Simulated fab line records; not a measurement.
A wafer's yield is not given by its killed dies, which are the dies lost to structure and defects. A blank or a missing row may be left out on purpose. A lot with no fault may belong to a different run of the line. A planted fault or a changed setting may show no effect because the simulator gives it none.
Split-lot study -- flow berkeleyCmos170 -- 27 wafers read across 5 lots, on a route 331 steps long

ABOUT THE SPLIT
At UCB170_WELLDRIVE_OXIDATION_01 (target thk 199 nm, ox time 9000 s), the setting oxTimeS was moved away from the recipe's 9000 s on 6 of the 27 wafers read, by -39.4%. The other wafers ran this setting at the recipe's value.

Split to reading: the file shows no intervening step.

THE READING
WELLDRIVE_OXIDE_THK in nanometres, read at UCB170_WELLDRIVE_THK_MEAS_02. Fault-free wafers of this fab line usually give 199 nm, standard deviation 4.5 nm.

wafer,"tool, chamber at the split","oxTimeS as run, s",against the recipe,"WELLDRIVE_OXIDE_THK, nm",against lot-mates on the recipe
L074.1,"-, -",9000,recipe,199,-
L074.2,"-, -",9000,recipe,196,-
L074.3,"-, -",9000,recipe,197,-
L074.4,"-, -",9000,recipe,195,-
L074.5,"-, -",9000,recipe,198,-
L074.6,"-, -",9000,recipe,200,-
L077.1,"-, -",5458,-39.4%,142,no lot-mate on the recipe
L077.2,"-, -",5458,-39.4%,142,no lot-mate on the recipe
L077.3,"-, -",5458,-39.4%,144,no lot-mate on the recipe
L077.4,"-, -",5458,-39.4%,141,no lot-mate on the recipe
L077.5,"-, -",5458,-39.4%,141,no lot-mate on the recipe
L077.6,"-, -",5458,-39.4%,141,no lot-mate on the recipe
L078.1,"-, -",9000,recipe,198,-
L078.2,"-, -",9000,recipe,192,-
L078.3,"-, -",9000,recipe,198,-
L078.4,"-, -",9000,recipe,199,-
L078.5,"-, -",9000,recipe,195,-
L078.6,"-, -",9000,recipe,197,-
L079.1,"-, -",9000,recipe,197,-
L079.2,"-, -",9000,recipe,196,-
L079.3,"-, -",9000,recipe,196,-
L079.4,"-, -",9000,recipe,194,-
L079.5,"-, -",9000,recipe,195,-
L079.6,"-, -",9000,recipe,196,-
L081.2,"furnace-02, 0",9000,recipe,195,-
L081.3,"furnace-02, 0",9000,recipe,199,-
L081.4,"furnace-02, 0",9000,recipe,198,-

FIT RESULTS
A straight line over all 27 wafers: WELLDRIVE_OXIDE_THK changes by +1.39 nm for each +1% of oxTimeS; r = +1.00; the points scatter about the line by 1.8 nm.
Too few moved wafers have a lot-mate on the recipe to fit a line with each lot's own level taken away.

THE WHOLE CHAIN: every reading that the file lists as answering this split, in the file's order
step,what it does,reading,change (the file's fit),r (the file's)
UCB170_WELLDRIVE_OXIDATION_01,"target thk 199 nm, ox time 9000 s","SiO2_of_WELLDRIVE_OXIDATION_01.thkNm (the simulator's own value, which no gauge read)",+1.39 nm for each +1% of the setting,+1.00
UCB170_WELLDRIVE_THK_MEAS_02,,WELLDRIVE_OXIDE_THK,+1.39 for each +1% of the setting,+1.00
UCB170_M3_PROBE_99,,"etest.nwellPinched.rsOhmSq (the simulator's own value, which no gauge read)",-4.38 for each +1% of the setting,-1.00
UCB170_M3_PROBE_99,,"etest.nwell.widthNm (the simulator's own value, which no gauge read)",-2.07 nm for each +1% of the setting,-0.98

THE FILE'S OWN FIT
WELLDRIVE_OXIDE_THK changes by +1.39 nm for each +1% of oxTimeS, r = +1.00.
